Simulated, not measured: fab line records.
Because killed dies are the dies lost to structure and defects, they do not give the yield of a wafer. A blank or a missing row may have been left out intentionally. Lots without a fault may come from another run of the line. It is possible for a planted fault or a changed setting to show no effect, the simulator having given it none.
Which tool did it? | flow ritCmos | Sampling: 15 lots, 45 wafers, 6 of 202 route steps

## WHAT EACH GAUGE READ, for each wafer
RIT_PWELL_OVL_MEAS_06.
lot  | measured    | on         | PWELL_OVL (nm)
L374 | day 2 04:33 | overlay-02 | 0.5 0.6 0.7
L375 | day 2 12:05 | overlay-01 | -0.3 -0.7 -0.3
L377 | day 2 23:20 | overlay-01 | 0.9 0.6 0.4
L378 | day 3 01:59 | overlay-02 | 0.8 0.9 2.0
L381 | day 3 20:13 | overlay-01 | -1.3 -0.7 -0.4
L383 | day 4 01:17 | overlay-01 | -0.3 -1.6 -1.3
L384 | day 4 08:23 | overlay-01 | -0.3 -2.0 -1.2
L385 | day 4 12:31 | overlay-01 | 0.5 0.0 -0.2
L386 | day 4 15:36 | overlay-01 | -1.6 -1.9 -0.5
L387 | day 4 21:24 | overlay-01 | 0.8 0.8 -0.1
L392 | day 5 21:39 | overlay-01 | 0.6 -1.6 -0.8
L393 | day 6 03:30 | overlay-02 | 0.7 -0.2 1.4
L394 | day 6 08:50 | overlay-02 | 0.8 -0.1 0.0
L395 | day 6 16:30 | overlay-02 | -1.0 0.6 -1.9
L396 | day 6 19:32 | overlay-01 | -1.7 -1.8 -1.2

RIT_NRETRO_OVL_MEAS_06.
lot  | measured    | on         | NRETRO_OVL (nm)
L374 | day 2 12:22 | overlay-02 | 0.6 1.3 0.1
L375 | day 2 19:01 | overlay-01 | 1.3 2.3 0.0
L377 | day 3 06:21 | overlay-02 | 0.5 1.1 0.3
L378 | day 3 10:06 | overlay-01 | -1.1 0.5 2.4
L381 | day 4 03:14 | overlay-01 | -0.9 -0.1 -2.0
L383 | day 4 09:08 | overlay-02 | 0.3 -0.3 0.9
L384 | day 4 16:04 | overlay-01 | -0.2 0.6 0.1
L385 | day 4 20:29 | overlay-02 | 0.7 -0.8 -0.4
L386 | day 4 22:41 | overlay-01 | -1.9 -1.3 -1.7
L387 | day 5 04:24 | overlay-01 | 0.6 -0.9 -0.4
L392 | day 6 06:01 | overlay-01 | -0.6 -0.2 -1.3
L393 | day 6 12:03 | overlay-02 | -0.8 -0.9 -2.2
L394 | day 6 17:04 | overlay-01 | -0.5 2.3 0.6
L395 | day 7 00:18 | overlay-01 | -2.9 -2.9 -2.7
L396 | day 7 03:03 | overlay-02 | 0.0 -0.6 -1.6

RIT_M1_RS_MEAS_01: the measuring method here is four-point-probe.
lot  | measured    | on           | M1_AL_RS (ohm/sq)
L374 | day 3 14:47 | filmMetro-03 | 0.0720 0.0711 0.0714
L375 | day 3 21:26 | filmMetro-02 | 0.0724 0.0727 0.0719
L377 | day 4 14:44 | filmMetro-04 | 0.0739 0.0743 0.0743
L378 | day 4 13:13 | filmMetro-02 | 0.0720 0.0719 0.0723
L381 | day 5 04:10 | filmMetro-03 | 0.0737 0.0733 0.0733
L383 | day 5 12:55 | filmMetro-02 | 0.0736 0.0741 0.0730
L384 | day 5 17:41 | filmMetro-03 | 0.0744 0.0742 0.0741
L385 | day 5 22:33 | filmMetro-02 | - - -
L386 | day 6 00:24 | filmMetro-03 | - - -
L387 | day 6 08:04 | filmMetro-04 | - - -
L392 | day 7 09:16 | filmMetro-03 | 0.0744 0.0752 0.0742
L393 | day 7 14:32 | filmMetro-03 | 0.0724 0.0735 0.0733
L394 | day 7 18:29 | filmMetro-03 | 0.0742 0.0754 0.0748
L395 | day 8 01:05 | filmMetro-04 | 0.0731 0.0737 0.0719
L396 | day 8 03:26 | filmMetro-02 | 0.0742 0.0737 0.0748

RIT_M1_THK_MEAS_02: measures by xrf.
lot  | measured    | on           | M1_AL_THK (nm)
L374 | day 3 14:54 | filmMetro-03 | 402 408 406
L375 | day 3 21:34 | filmMetro-02 | 401 399 401
L377 | day 4 14:50 | filmMetro-04 | 395 396 392
L378 | day 4 13:19 | filmMetro-02 | 400 404 404
L381 | day 5 04:16 | filmMetro-03 | 394 395 393
L383 | day 5 13:01 | filmMetro-02 | 396 392 401
L384 | day 5 17:48 | filmMetro-03 | 388 390 391
L385 | day 5 22:40 | filmMetro-02 | <0 <0 <0
L386 | day 6 00:31 | filmMetro-03 | <1 <1 <1
L387 | day 6 08:10 | filmMetro-04 | <0 <0 <0
L392 | day 7 09:22 | filmMetro-03 | 390 384 389
L393 | day 7 14:39 | filmMetro-03 | 400 395 397
L394 | day 7 18:37 | filmMetro-03 | 387 384 387
L395 | day 8 01:12 | filmMetro-04 | 400 399 407
L396 | day 8 03:33 | filmMetro-02 | 394 395 387

## WHAT TOOL EACH LOT RAN ON (gives the tool, then ch and the chambers of the sampled wafers, and finally the start)
lot  | RIT_PLDD_STRIP_09                  | RIT_M1_SPUTTER_00
L374 | plasmaAsher-01 ch 1, day 3 03:57   | pvdSputter-02, day 3 14:29
L375 | plasmaAsher-03 ch 0,1, day 3 10:31 | pvdSputter-04, day 3 21:08
L377 | plasmaAsher-03 ch 0,1, day 4 03:24 | pvdSputter-03, day 4 14:32
L378 | plasmaAsher-01 ch 0,1, day 4 02:05 | pvdSputter-02, day 4 12:54
L381 | plasmaAsher-04 ch 0,1, day 4 18:28 | pvdSputter-04, day 5 03:51
L383 | plasmaAsher-03 ch 0, day 5 02:41   | pvdSputter-04, day 5 12:36
L384 | plasmaAsher-03 ch 0,1, day 5 07:56 | pvdSputter-03, day 5 17:23
L385 | plasmaAsher-04 ch 0,1, day 5 12:32 | pvdSputter-02, day 5 22:16
L386 | plasmaAsher-03 ch 0,1, day 5 14:31 | pvdSputter-03, day 6 00:06
L387 | plasmaAsher-01 ch 0,1, day 5 22:05 | pvdSputter-02, day 6 07:43
L392 | plasmaAsher-03 ch 0,1, day 6 22:23 | pvdSputter-03, day 7 08:57
L393 | plasmaAsher-04 ch 0,1, day 7 04:40 | pvdSputter-02, day 7 14:14
L394 | plasmaAsher-03 ch 0,1, day 7 08:46 | pvdSputter-03, day 7 18:11
L395 | plasmaAsher-03 ch 0,1, day 7 15:10 | pvdSputter-02, day 8 00:47
L396 | plasmaAsher-01 ch 0,1, day 7 17:35 | pvdSputter-03, day 8 03:08
- RIT_PLDD_STRIP_09: strips in O2, time 180 s.
- RIT_M1_SPUTTER_00: material Al, target thk 400 nm, time 500 s.

## WHAT THE TOOLS THEMSELVES READ (means of the sampled wafers that have a number; where no wafer has one, the mark that the record gives instead)
RIT_PLDD_STRIP_09.
lot  | tool           | drypumpMotorCurrentA (A)
L374 | plasmaAsher-01 | 5.7
L375 | plasmaAsher-03 | 5.9
L377 | plasmaAsher-03 | 5.8
L378 | plasmaAsher-01 | 5.9
L381 | plasmaAsher-04 | 5.3
L383 | plasmaAsher-03 | 5.7
L384 | plasmaAsher-03 | 5.8
L385 | plasmaAsher-04 | 5.3
L386 | plasmaAsher-03 | 5.8
L387 | plasmaAsher-01 | 5.8
L392 | plasmaAsher-03 | 5.8
L393 | plasmaAsher-04 | 5.4
L394 | plasmaAsher-03 | 5.9
L395 | plasmaAsher-03 | 5.8
L396 | plasmaAsher-01 | 5.8

RIT_M1_SPUTTER_00.
lot  | tool          | cathodeDcPowerW (W) | chamberPressurePa (Pa) | throttleValvePct (%)
L374 | pvdSputter-02 | 1999.9              | 0.4001                 | 30.4
L375 | pvdSputter-04 | 2000.1              | 0.4002                 | 29.9
L377 | pvdSputter-03 | 1999.8              | 0.3997                 | 29.9
L378 | pvdSputter-02 | 2000.2              | 0.4004                 | 30.0
L381 | pvdSputter-04 | 2000.0              | 0.4002                 | 29.4
L383 | pvdSputter-04 | 1999.9              | 0.4002                 | 29.8
L384 | pvdSputter-03 | 2000.2              | 0.3995                 | 29.6
L385 | pvdSputter-02 | -                   | -                      | -
L386 | pvdSputter-03 | -                   | -                      | -
L387 | pvdSputter-02 | -                   | -                      | -
L392 | pvdSputter-03 | 1999.9              | 0.3998                 | 29.3
L393 | pvdSputter-02 | 2000.2              | 0.4005                 | 29.9
L394 | pvdSputter-03 | 2000.2              | 0.3998                 | 29.5
L395 | pvdSputter-02 | 2000.1              | 0.3990                 | 30.0
L396 | pvdSputter-03 | 2000.1              | 0.3994                 | 29.8

## THE ANSWER, worked out from the rows above alone
Rule: the lots themselves supply what counts as usual. The widest of any qualifying gaps counts: lots, ordered by their means at a reading, are off when they make up no more than a third of the lots, leave a main group of 4 or more, and stand apart from it by 3 or more times the standard deviation of that group's means. The tables above print the reading to a certain number of digits; a main group whose means all agree to those digits is not used. A lot without any number at a reading at which 4 lots or more have one is off too. The other lots that the step has rows for count as sound. Order of review: gauges by route order, followed by the tools' own readings, for which a lot's mean as printed above is used. The first step at which some lot is off is used, and at that step the reading that is off furthest; a lot without a number counts as furthest.
Off: L385, L386, L387, seen at RIT_M1_RS_MEAS_01 (M1_AL_RS). Without a number there: L385, L386, L387. Mean 0.0734 ohm/sq and standard deviation 0.001 in the main group.
A tool fits if, at a process step before that reading, it ran every lot that is off, and no sound lot after the first of them. Not tried: the gauges at RIT_M1_RS_MEAS_01; whatever is off there is also off at RIT_M1_SPUTTER_00, on other tools, and gauge error can't account for it. Of those tried, none fits.

## WHAT HAD BEEN PUT IN BY THE SIMULATOR
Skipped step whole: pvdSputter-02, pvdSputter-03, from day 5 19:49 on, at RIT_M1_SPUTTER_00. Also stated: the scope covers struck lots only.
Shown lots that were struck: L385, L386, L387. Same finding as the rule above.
